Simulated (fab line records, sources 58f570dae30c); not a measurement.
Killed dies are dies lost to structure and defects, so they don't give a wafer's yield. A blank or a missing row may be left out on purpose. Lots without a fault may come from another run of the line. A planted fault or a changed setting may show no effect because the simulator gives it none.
One fault seen from 2 desks | flow berkeley_cmos170 | each desk has only its own numbers; what lay behind them comes last

THE METROLOGY DESK
What the gauges read, lot by lot, whatever tool the lot ran on: means of the sampled wafers that have a number. A lot is out of limits, marked OUT, if its mean lies more than 4 standard deviations from the usual mean; the brackets give that distance. Of its 12 readings 7 are shown: those that lie furthest out on some lot.
Columns: A = PSD_RS at UCB170_SDANNEAL_RS_MEAS_02, usual 75.55 ohm/sq; B = NSD_RS at UCB170_SDANNEAL_RS_MEAS_03, usual 37.28 ohm/sq; C = NLDD_RS at UCB170_SDANNEAL_RS_MEAS_05, usual 615.3 ohm/sq; D = SILICIDE_TI_RS at UCB170_SILICIDE_RS_MEAS_02, usual 25.9 ohm/sq; E = SILICIDE_TI_THK at UCB170_SILICIDE_THK_MEAS_03, usual 30.0 nm; F = CONTACT_PSG_THK at UCB170_CONTACT_THK_MEAS_02, usual 705 nm; G = CONTACT_OVL at UCB170_CONTACT_OVL_MEAS_16, usual -5 nm
lot  | first seen here | A     | B     | C     | D    | E    | F   | G
L160 | day 7 15:05     | 75.65 | 37.36 | 615.7 | 26.2 | 29.8 | 703 | -14
L162 | day 8 15:19     | 75.59 | 37.23 | 617.9 | 25.3 | 30.6 | 711 | 2
L167 | day 9 18:16     | 75.92 | 37.33 | 614.9 | 25.4 | 30.4 | 703 | -5
L171 | day 10 08:38    | 75.76 | 37.19 | 615.6 | 26.1 | 29.6 | 710 | 3
L172 | day 10 13:35    | 75.42 | 37.24 | 614.8 | 25.6 | 29.9 | 702 | -13
L173 | day 11 01:56    | 75.53 | 37.17 | 617.3 | 26.2 | 29.7 | 712 | -7
This desk's finding: nothing out of limits on any of the 6 lots.

THE TOOL OWNER'S DESK: rtp_anneal-02
The tool's own readings at UCB170_SILICIDE_RTA_04 (time 15 s): means of the sampled wafers that have a number, for each lot that ran on this tool. A lot is out of limits, marked OUT, if its mean lies more than 4 standard deviations from the usual mean; the brackets give that distance.
Columns: A = lamp_power_pct at UCB170_SILICIDE_RTA_04, usual 10.4 %; B = wafer_temp_C_max at UCB170_SILICIDE_RTA_04, usual 652.3
lot  | first seen here | A    | B
L162 | day 8 16:03     | 11.1 | 651.9
L167 | day 9 19:01     | 11.1 | 652.6
L171 | day 10 09:24    | 11.1 | 652.2
L173 | day 11 02:41    | 11.1 | 652.7
This desk's finding: nothing out of limits on any of the 4 lots.

PUT TOGETHER
The metrology desk saw nothing out of limits.
The tool owner's desk saw nothing out of limits.

WHAT THE SIMULATOR HAD PUT IN
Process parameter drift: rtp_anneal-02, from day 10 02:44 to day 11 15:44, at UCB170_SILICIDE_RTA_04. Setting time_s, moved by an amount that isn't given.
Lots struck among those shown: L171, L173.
